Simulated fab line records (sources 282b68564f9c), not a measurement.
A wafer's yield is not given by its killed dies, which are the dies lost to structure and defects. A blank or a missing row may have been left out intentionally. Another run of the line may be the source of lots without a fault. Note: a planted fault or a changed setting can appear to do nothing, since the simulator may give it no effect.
Split-lot experiment || flow rit-cmos || 5 lots, 23 wafers read, on a route of 202 steps

THE SPLIT
At RIT_FOX1_OXIDATION_00 (target thk 350.7 nm, ox time 1130 s), the setting ox-time-s was moved away from the recipe's 1130 s on 15 of the 23 wafers read, by -13.8% to -7.5%. This setting was run at the recipe's value on the other wafers.

Between the split and the reading, the file records no step.

THE READING
FOX1_OXIDE_THK, in nm, at RIT_FOX1_THK_MEAS_01. Fault-free wafers of this fab line usually give 348 nm, standard deviation 5.8 nm.

{"wafer": "L074.2", "tool, chamber at the split": "-, -", "ox-time-s as run, s": 1045, "against the recipe": "-7.5%", "FOX1_OXIDE_THK, nm": 342, "against lot-mates on the recipe": "no lot-mate on the recipe"}
{"wafer": "L074.3", "tool, chamber at the split": "-, -", "ox-time-s as run, s": 1045, "against the recipe": "-7.5%", "FOX1_OXIDE_THK, nm": 337, "against lot-mates on the recipe": "no lot-mate on the recipe"}
{"wafer": "L074.4", "tool, chamber at the split": "-, -", "ox-time-s as run, s": 1045, "against the recipe": "-7.5%", "FOX1_OXIDE_THK, nm": 334, "against lot-mates on the recipe": "no lot-mate on the recipe"}
{"wafer": "L074.5", "tool, chamber at the split": "-, -", "ox-time-s as run, s": 1045, "against the recipe": "-7.5%", "FOX1_OXIDE_THK, nm": 330, "against lot-mates on the recipe": "no lot-mate on the recipe"}
{"wafer": "L074.6", "tool, chamber at the split": "-, -", "ox-time-s as run, s": 1045, "against the recipe": "-7.5%", "FOX1_OXIDE_THK, nm": 334, "against lot-mates on the recipe": "no lot-mate on the recipe"}
{"wafer": "L077.1", "tool, chamber at the split": "-, -", "ox-time-s as run, s": 995.9, "against the recipe": "-11.9%", "FOX1_OXIDE_THK, nm": 321, "against lot-mates on the recipe": "no lot-mate on the recipe"}
{"wafer": "L077.2", "tool, chamber at the split": "-, -", "ox-time-s as run, s": 995.9, "against the recipe": "-11.9%", "FOX1_OXIDE_THK, nm": 325, "against lot-mates on the recipe": "no lot-mate on the recipe"}
{"wafer": "L077.3", "tool, chamber at the split": "-, -", "ox-time-s as run, s": 995.9, "against the recipe": "-11.9%", "FOX1_OXIDE_THK, nm": 322, "against lot-mates on the recipe": "no lot-mate on the recipe"}
{"wafer": "L077.5", "tool, chamber at the split": "-, -", "ox-time-s as run, s": 995.9, "against the recipe": "-11.9%", "FOX1_OXIDE_THK, nm": 322, "against lot-mates on the recipe": "no lot-mate on the recipe"}
{"wafer": "L077.6", "tool, chamber at the split": "-, -", "ox-time-s as run, s": 995.9, "against the recipe": "-11.9%", "FOX1_OXIDE_THK, nm": 329, "against lot-mates on the recipe": "no lot-mate on the recipe"}
{"wafer": "L079.1", "tool, chamber at the split": "-, -", "ox-time-s as run, s": 1130, "against the recipe": "recipe", "FOX1_OXIDE_THK, nm": 344, "against lot-mates on the recipe": "-"}
{"wafer": "L079.2", "tool, chamber at the split": "-, -", "ox-time-s as run, s": 1130, "against the recipe": "recipe", "FOX1_OXIDE_THK, nm": 352, "against lot-mates on the recipe": "-"}
{"wafer": "L079.3", "tool, chamber at the split": "-, -", "ox-time-s as run, s": 1130, "against the recipe": "recipe", "FOX1_OXIDE_THK, nm": 351, "against lot-mates on the recipe": "-"}
{"wafer": "L079.4", "tool, chamber at the split": "-, -", "ox-time-s as run, s": 1130, "against the recipe": "recipe", "FOX1_OXIDE_THK, nm": 344, "against lot-mates on the recipe": "-"}
{"wafer": "L079.6", "tool, chamber at the split": "-, -", "ox-time-s as run, s": 1130, "against the recipe": "recipe", "FOX1_OXIDE_THK, nm": 348, "against lot-mates on the recipe": "-"}
{"wafer": "L082.1", "tool, chamber at the split": "furnace-04, 0", "ox-time-s as run, s": 1130, "against the recipe": "recipe", "FOX1_OXIDE_THK, nm": 358, "against lot-mates on the recipe": "-"}
{"wafer": "L082.3", "tool, chamber at the split": "furnace-04, 0", "ox-time-s as run, s": 1130, "against the recipe": "recipe", "FOX1_OXIDE_THK, nm": 353, "against lot-mates on the recipe": "-"}
{"wafer": "L082.4", "tool, chamber at the split": "furnace-04, 0", "ox-time-s as run, s": 1130, "against the recipe": "recipe", "FOX1_OXIDE_THK, nm": 356, "against lot-mates on the recipe": "-"}
{"wafer": "L085.1", "tool, chamber at the split": "-, -", "ox-time-s as run, s": 974.1, "against the recipe": "-13.8%", "FOX1_OXIDE_THK, nm": 318, "against lot-mates on the recipe": "no lot-mate on the recipe"}
{"wafer": "L085.3", "tool, chamber at the split": "-, -", "ox-time-s as run, s": 974.1, "against the recipe": "-13.8%", "FOX1_OXIDE_THK, nm": 317, "against lot-mates on the recipe": "no lot-mate on the recipe"}
{"wafer": "L085.4", "tool, chamber at the split": "-, -", "ox-time-s as run, s": 974.1, "against the recipe": "-13.8%", "FOX1_OXIDE_THK, nm": 320, "against lot-mates on the recipe": "no lot-mate on the recipe"}
{"wafer": "L085.5", "tool, chamber at the split": "-, -", "ox-time-s as run, s": 974.1, "against the recipe": "-13.8%", "FOX1_OXIDE_THK, nm": 317, "against lot-mates on the recipe": "no lot-mate on the recipe"}
{"wafer": "L085.6", "tool, chamber at the split": "-, -", "ox-time-s as run, s": 974.1, "against the recipe": "-13.8%", "FOX1_OXIDE_THK, nm": 315, "against lot-mates on the recipe": "no lot-mate on the recipe"}

THE FIT
A straight line over all 23 wafers: FOX1_OXIDE_THK changes by +2.36 nm for each +1% of ox-time-s; r = +0.96; the points scatter about the line by 4.1 nm.
Too few moved wafers have a lot-mate on the recipe to fit a line with each lot's own level taken away.

THE WHOLE CHAIN: every reading that the file lists as answering this split, in the file's order
{"step": "RIT_FOX1_OXIDATION_00", "what it does": "target thk 350.7 nm, ox time 1130 s", "reading": "SiO2_of_FOX1_OXIDATION_00.thk-nm (the simulator's own value, which no gauge read)", "change (the file's fit)": "+2.35 nm for each +1% of the setting", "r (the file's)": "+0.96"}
{"step": "RIT_FOX1_THK_MEAS_01", "what it does": "", "reading": "FOX1_OXIDE_THK", "change (the file's fit)": "+2.35 for each +1% of the setting", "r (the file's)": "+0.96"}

FILE'S OWN FIT
FOX1_OXIDE_THK changes by +2.35 nm for each +1% of ox-time-s, r = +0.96.
